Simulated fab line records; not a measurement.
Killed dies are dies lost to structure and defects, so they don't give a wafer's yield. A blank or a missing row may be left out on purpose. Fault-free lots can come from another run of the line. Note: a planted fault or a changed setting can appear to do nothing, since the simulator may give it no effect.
A lot that was struck, set against a sound lot / flow rit-cmos / 35 steps out of a route of 202
Sound: the wafers L345.1, L345.2, L345.6. The struck wafers were L347.1, L347.2, L347.5. The cause comes at the end.
At each step with rows: each side's tool, then ch and its chambers, then its first start. Under that, the readings that differ: sound wafers / struck wafers / difference of the means / sigmas: that difference in standard deviations of wafers without a fault.
alike: readings whose means differ by less than 2 such deviations, and words and numbers that are the same on both sides. not compared: withheld readings, readings that some wafer has no value for, bounds like >300 that may hide the same value, and numbers for which the record gives no deviation and whose values overlap.
The two part at a step that has a row with sigmas, a row that says differs or no value, or rows on one side only. Numbers that have no deviation but don't overlap get no sigmas and don't part them. Lack of a reading on every wafer of one side parts them only where that side has two or more wafers.

first, 9 steps without rows for these wafers: RIT_ACTIVE_DEVELOP_10 (develop time 50 s); RIT_ACTIVE_HARDBAKE_12 (time 60 s); RIT_ACTIVE_ETCH_13 (etches Si3N4 in SF6, stops on SiO2, time 210 s, target depth 210 nm); RIT_ACTIVE_STRIP_14 (strips in O2, time 180 s); RIT_ACTIVE_CLEAN_15 (cleans in SC1, time 600 s); RIT_ACTIVE_CLEAN_16 (cleans in dHF, time 30 s); RIT_ACTIVE_CLEAN_17 (cleans in SC2, time 600 s); RIT_FOX1_OXIDATION_00 (target thk 350.7 nm, ox time 1130 s); RIT_FOX1_WET_ETCH_02 (etches SiO2 in BOE, target depth 350 nm, time 390 s).
RIT_FOX2_OXIDATION_00: target thk 350.7 nm, ox time 1130 s.
  sound on furnace-03 ch 0, day 4 07:32; struck on furnace-03 ch 0, day 4 20:31
reading=spike-tc-centre-C (C); sound=1104.9 1100.9 1103.8; struck=1076.9 1076.8 1077.5; difference=-26.1; sigmas=-22
reading=spike-tc-load-C (C); sound=1130 1130 1130; struck=1105 1103 1103; difference=-26; sigmas=-8
reading=spike-tc-source-C (C); sound=1128.4 1127.3 1129.9; struck=1103.6 1102.8 1102.3; difference=-25.6; sigmas=-13
reading=tube-center-temp-C (C); sound=1100 1100 1100.1; struck=1074.8 1074.9 1075.1; difference=-25.1; sigmas=-99 or more
reading=tube_center_temp_C_max; sound=1103.0 1102.9 1102.9; struck=1078.8 1077.6 1077.8; difference=-24.9; sigmas=-53
reading=model.SiO2_of_FOX2_OXIDATION_00.thk-nm (nm); sound=351.4 348.6 349.1; struck=307 305.7 306.5; difference=-43; sigmas=
RIT_FOX2_THK_MEAS_01:
  sound: film-metro-03 at day 4 08:50; struck: film-metro-03 at day 4 22:04
reading=FOX2_OXIDE_THK (nm); sound=351 349 349; struck=307 306 306; difference=-43; sigmas=-7
  not compared: hold
then, 1 step without rows for these wafers: RIT_FOX2_WET_ETCH_03 (etches Si3N4 in H3PO4, target depth 195 nm, time 2700 s).
RIT_FOX2_THK_MEAS_90:
  sound: film-metro-03 at day 4 09:43; struck: film-metro-03 at day 5 02:12
reading=FIELD_OXIDE_LEFT_1_THK (nm); sound=324 321 322; struck=280 279 279; difference=-43; sigmas=-7
  not compared: hold
then, 18 steps without rows for these wafers: RIT_NWELL_COAT_01 (resist thk 1300 nm); RIT_NWELL_SOFTBAKE_02 (time 60 s); RIT_NWELL_EXPOSE_03 (exposes mask M2, target cd 43900 nm); RIT_NWELL_PEB_04; RIT_NWELL_DEVELOP_05 (develop time 68 s); RIT_NWELL_HARDBAKE_07 (time 120 s); RIT_NWELL_IMPLANT_08; RIT_NWELL_STRIP_09 (strips in O2, time 180 s); RIT_PWELL_HMDS_00 (prime time 60 s); RIT_PWELL_COAT_01 (resist thk 1300 nm); RIT_PWELL_SOFTBAKE_02 (time 60 s); RIT_PWELL_EXPOSE_03 (exposes mask M3, target cd 43700 nm); RIT_PWELL_PEB_04; RIT_PWELL_DEVELOP_05 (develop time 68 s); RIT_PWELL_HARDBAKE_07 (time 120 s); RIT_PWELL_IMPLANT_08; RIT_PWELL_STRIP_09 (strips in O2, time 180 s); RIT_WELLDRIVE_ANNEAL_00 (time 14700 s).
RIT_FOX2_THK_MEAS_91:
  sound: film-metro-04 at day 4 21:58; struck: film-metro-01 at day 6 05:52
reading=FIELD_OXIDE_LEFT_2_THK (nm); sound=256 254 254; struck=212 210 211; difference=-44; sigmas=-7
  not compared: hold
RIT_GATE_OXIDATION_05: target thk 3 nm, ox time 270 s.
  sound on furnace-03 ch 0, day 4 22:55; struck on furnace-03 ch 0, day 6 09:47
reading=hold; sound=- - -; struck=await-dispo/2.6h/release await-dispo/2.6h/release await-dispo/2.6h/release; difference=no value on the sound wafers; sigmas=
  alike: ox-temp-c-max, spike-tc-centre-C, spike-tc-load-C, spike-tc-source-C, tube-center-temp-C, tube_center_temp_C_max
  not compared: model.SiO2_of_GATE_OXIDATION_05.thk-nm
RIT_SILICIDE_WET_ETCH_00: etches SiO2 in BOE, target depth 14 nm, time 15 s.
  sound on wet-bench-02 ch 0, day 5 23:34; struck on wet-bench-01 ch 2, day 7 09:11
reading=model.SiO2_of_FOX2_OXIDATION_00.thk-nm (nm); sound=150.9 148.2 148.2; struck=105.6 104.3 105.9; difference=-43.8; sigmas=
RIT_M1_PROBE_99:
  sound: prober-01 at day 6 07:37; struck: prober-01 at day 7 15:59
  alike: killed-at-contacts, killed-at-front-end, killed-dies, killed-open, killed-short

WHERE THEY PART
At RIT_FOX2_OXIDATION_00 first; at RIT_GATE_OXIDATION_05 last (within this record only). Later steps at which nothing parts them and some readings are alike: RIT_M1_PROBE_99.

WHY: what the simulator had put in
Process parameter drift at RIT_FOX2_OXIDATION_00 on furnace-03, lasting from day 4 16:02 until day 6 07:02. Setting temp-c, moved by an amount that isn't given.
